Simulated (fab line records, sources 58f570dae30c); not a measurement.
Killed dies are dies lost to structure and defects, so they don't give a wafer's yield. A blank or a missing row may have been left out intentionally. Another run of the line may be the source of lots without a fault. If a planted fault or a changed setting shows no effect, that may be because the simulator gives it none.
A lot that was struck, set against a sound lot -- flow berkeley_cmos170 -- 15 out of 331 route steps
Sound: the wafers L194.1, L194.4, L194.6. Struck: wafers L204.2, L204.3, L204.6. Last of all comes the cause.
Each step with rows lists, per side, the tool, then ch with its chambers, then its first start. Under that, the readings that differ: sound wafers -- struck wafers -- difference of the means -- sigmas: that difference in standard deviations of wafers without a fault.
alike: words and numbers the same on both sides, and readings whose means are apart by under 2 such deviations; not compared: readings that were withheld, readings missing a value for some wafer, numbers with overlapping values and no deviation given by the record, and bounds like >300 which may hide the same value.
A row with sigmas, a row that says differs or no value, or rows on one side alone: a step with any of these is where the two part. Non-overlapping numbers with no deviation appear without sigmas and do not part them. A reading that every wafer of one side lacks parts them only if that side has two wafers or more.

first, 6 steps without rows for these wafers: UCB170_M2_COAT_09; UCB170_M2_COAT_10 (resist thk 900 nm); UCB170_M2_SOFTBAKE_11 (time 60 s); UCB170_M2_EXPOSE_12 (exposes mask METAL2, target cd 700 nm); UCB170_M2_PEB_13; UCB170_M2_DEVELOP_14 (develop time 45 s).
UCB170_M2_CD_MEAS_15: target cd 700 nm.
  sound on cd_sem-02, day 10 03:28; struck on cd_sem-02, day 12 04:26
  alike: cd_nm
UCB170_M2_OVL_MEAS_16:
  sound on overlay-02, day 10 03:35; struck on overlay-01, day 12 04:32
  alike: M2_OVL
UCB170_M2_ETCH_17: etches BARC in N2/H2.
  sound on rie_diel-03 ch 0,1,2, day 10 03:38; struck on rie_diel-01 ch 1,2,3, day 12 04:34
  alike: chamber_pressure_mTorr, drypump_motor_current_A, oes_product_au, throttle_valve_pct
UCB170_M2_METAL_ETCH_18: etches Al in Cl2/BCl3, stops on SiO2, target depth 1170 nm, time 195 s.
  sound on rie_metal-02 ch 0,1, day 10 03:40; struck on rie_metal-04 ch 0,1, day 12 04:36
reading,sound,struck,difference,sigmas
throttle_valve_pct (%),23.9 24.0 24.3,24.9 24.9 24.8,+0.8,+2
  alike: chamber_pressure_mTorr, drypump_motor_current_A, oes_product_au
  not compared: rf_hours_counter_h
UCB170_M2_STRIP_19: strips in O2.
  sound on plasma_asher-02 ch 0, day 10 03:52; struck on plasma_asher-03 ch 0,1, day 12 04:47
  alike: chamber_pressure_mTorr, drypump_motor_current_A, oes_product_au
  not compared: rf_hours_counter_h
UCB170_M2_CD_MEAS_90: target cd 700 nm.
  sound on cd_sem-01, day 10 03:58; struck on cd_sem-01, day 12 04:55
  alike: cd_nm
UCB170_V2_CVD_00: deposits SiO2 from TEOS/O2, target thk 2000 nm, time 250 s.
  sound on pecvd-04 ch 1,2, day 10 04:05; struck on pecvd-01 ch 0,2, day 12 05:20
  alike: heater_power_w
UCB170_V2_THK_MEAS_01:
  sound on film_metro-04, day 10 04:14; struck on film_metro-03, day 12 05:44
reading,sound,struck,difference,sigmas
V2_TEOS_THK (nm),1966 2014 1993,4021 3929 4086,+2021,+78
following that, these wafers have no rows for 1 step: UCB170_M3_PROBE_99.

== WHERE THEY PART ==
At UCB170_M2_METAL_ETCH_18 first; at UCB170_V2_THK_MEAS_01 last (within this record only).

WHY: what the simulator had put in
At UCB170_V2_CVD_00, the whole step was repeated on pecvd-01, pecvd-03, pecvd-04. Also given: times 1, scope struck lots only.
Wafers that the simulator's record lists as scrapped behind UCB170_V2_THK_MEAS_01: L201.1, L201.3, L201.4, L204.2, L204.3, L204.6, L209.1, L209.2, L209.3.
